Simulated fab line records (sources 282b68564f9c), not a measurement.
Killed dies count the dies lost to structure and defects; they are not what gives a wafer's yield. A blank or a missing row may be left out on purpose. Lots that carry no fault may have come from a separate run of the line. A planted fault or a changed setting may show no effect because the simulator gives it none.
A lot that was struck, set against a sound lot | flow rit-cmos | 39 steps out of a route of 202
Sound: wafers L334.3, L334.4, L334.6. Struck: wafers L333.4, L333.5, L333.6. Last of all comes the cause.
For every step that has rows: the tool of each side, followed by ch and its chambers, followed by its first start. Under that, the readings that differ: sound wafers | struck wafers | difference of the means | sigmas: that difference in standard deviations of wafers without a fault.
alike: readings whose means differ by less than 2 such deviations, and words and numbers that are the same on both sides. not compared: withheld readings, readings that some wafer has no value for, bounds like >300 that may hide the same value, and numbers for which the record gives no deviation and whose values overlap.
The two part at a step that has a row with sigmas, a row that says differs or no value, or rows on one side only. Numbers that have no deviation but don't overlap get no sigmas and don't part them. A reading that every wafer of one side lacks parts them only if that side has two wafers or more.

first, 3 steps without rows for these wafers: RIT_GATE_EXPOSE_13 (exposes mask M6, target cd 150 nm); RIT_GATE_PEB_14; RIT_GATE_DEVELOP_15 (develop time 50 s).
RIT_GATE_CD_MEAS_16: the cd target is 150 nm.
  struck on cd-sem-01, day 5 05:13; sound on cd-sem-01, day 5 10:18
  alike: cd-nm
RIT_GATE_OVL_MEAS_17:
  struck on overlay-01, day 5 05:17; sound on overlay-02, day 5 10:23
  alike: GATE_OVL
then, 1 step without rows for these wafers: RIT_GATE_HARDBAKE_18 (time 60 s).
RIT_GATE_ETCH_19: etches poly-Si in SF6/CHF3/O2, stops on SiO2, time 165 s, target depth 312.5 nm.
  sound on rie-si-01 ch 1,2, day 5 10:47; struck on rie-si-02 ch 0,1,3, day 5 05:28
  alike: drypump-motor-current-A, oes-product-au, throttle-valve-pct
  not compared: rf-hours-counter-h
RIT_GATE_STRIP_20: strips in O2, time 180 s.
  sound on plasma-asher-04 ch 0,1, day 5 10:57; struck on plasma-asher-02 ch 0,1, day 5 05:38
  reading                     | sound       | struck      | difference | sigmas
  drypump-motor-current-A (A) | 6.3 6.6 6.7 | 5.7 5.8 5.9 | -0.7       | -2
  not compared: rf-hours-counter-h
RIT_GATE_CD_MEAS_90: the cd target is 150 nm.
  struck on cd-sem-01, day 5 05:48; sound on cd-sem-01, day 5 11:07
  alike: cd-nm
then, 3 steps without rows for these wafers: RIT_REOX_CLEAN_00 (cleans in SC1, time 600 s); RIT_REOX_CLEAN_01 (cleans in dHF, time 30 s); RIT_REOX_CLEAN_02 (cleans in SC2, time 600 s).
RIT_REOX_OXIDATION_03: target thk 25.2 nm, ox time 5804 s.
  sound on furnace-04 ch 0, day 5 11:49; struck on furnace-03 ch 0, day 5 10:08
  alike: ox-temp-c, spike-tc-load-C
RIT_REOX_THK_MEAS_04:
  struck on film-metro-02, day 5 12:56; sound on film-metro-02, day 5 14:23
  reading             | sound          | struck         | difference | sigmas
  REOX_OXIDE_THK (nm) | 26.3 25.5 25.8 | 43.2 43.2 42.7 | +17.2      | +41
then, 6 steps without rows for these wafers: RIT_NLDD_HMDS_00 (prime time 60 s); RIT_NLDD_COAT_01 (resist thk 1000 nm); RIT_NLDD_SOFTBAKE_02 (time 60 s); RIT_NLDD_EXPOSE_03 (exposes mask M7, target cd 40700 nm); RIT_NLDD_PEB_04; RIT_NLDD_DEVELOP_05 (develop time 50 s).
RIT_NLDD_OVL_MEAS_06:
  struck on overlay-02, day 5 20:12; sound on overlay-01, day 5 15:26
  alike: NLDD_OVL
then, 2 steps without rows for these wafers: RIT_NLDD_HARDBAKE_07 (time 60 s); RIT_NLDD_IMPLANT_08.
RIT_NLDD_STRIP_09: strips in O2, time 180 s.
  sound on plasma-asher-04 ch 0,1, day 5 15:49; struck on plasma-asher-03 ch 0,1, day 5 22:02
  reading                     | sound       | struck      | difference | sigmas
  drypump-motor-current-A (A) | 6.3 6.7 6.3 | 5.8 5.8 5.8 | -0.6       | -2
  not compared: rf-hours-counter-h
RIT_NLDD_TW_MEAS_10:
  struck on film-metro-01, day 5 22:11; sound on film-metro-03, day 5 15:57
  alike: NLDD_TW
then, 6 steps without rows for these wafers: RIT_PLDD_HMDS_00 (prime time 60 s); RIT_PLDD_COAT_01 (resist thk 1012 nm); RIT_PLDD_SOFTBAKE_02 (time 60 s); RIT_PLDD_EXPOSE_03 (exposes mask M8, target cd 40900 nm); RIT_PLDD_PEB_04; RIT_PLDD_DEVELOP_05 (develop time 50 s).
RIT_PLDD_OVL_MEAS_06:
  struck on overlay-02, day 5 23:23; sound on overlay-02, day 5 16:53
  alike: PLDD_OVL
then, 2 steps without rows for these wafers: RIT_PLDD_HARDBAKE_07 (time 60 s); RIT_PLDD_IMPLANT_08.
RIT_PLDD_STRIP_09: strips in O2, time 180 s.
  sound on plasma-asher-04 ch 0,1, day 5 17:16; struck on plasma-asher-01 ch 0,1, day 5 23:45
  alike: drypump-motor-current-A
  not compared: rf-hours-counter-h
RIT_PLDD_TW_MEAS_10:
  struck on film-metro-04, day 5 23:55; sound on film-metro-03, day 5 17:24
  alike: PLDD_TW
RIT_SPACER_CLEAN_00: cleans in SC1, time 600 s.
  sound on wet-bench-03 ch 3, day 5 17:26; struck on wet-bench-03 ch 3, day 6 00:00
  reading                                     | sound             | struck            | difference | sigmas
  model.SiO2_of_REOX_OXIDATION_03.thk-nm (nm) | 24.29 23.51 23.84 | 39.93 39.86 39.42 | +15.86     |
  alike: bath-heat-duty-pct
then, 1 step without rows for these wafers: RIT_SPACER_CLEAN_01 (cleans in dHF, time 30 s).
RIT_M1_PROBE_99:
  struck on prober-01, day 6 14:46; sound on prober-02, day 6 07:11
  alike: killed-at-front-end, killed-dies, killed-open, killed-short

== WHERE THEY PART ==
Earliest at RIT_GATE_STRIP_20; latest, in this record, at RIT_NLDD_STRIP_09. Later steps at which nothing parts them and some readings are alike: RIT_NLDD_TW_MEAS_10, RIT_PLDD_OVL_MEAS_06, RIT_PLDD_STRIP_09, RIT_PLDD_TW_MEAS_10, RIT_SPACER_CLEAN_00, RIT_M1_PROBE_99.

WHY: what the simulator had put in
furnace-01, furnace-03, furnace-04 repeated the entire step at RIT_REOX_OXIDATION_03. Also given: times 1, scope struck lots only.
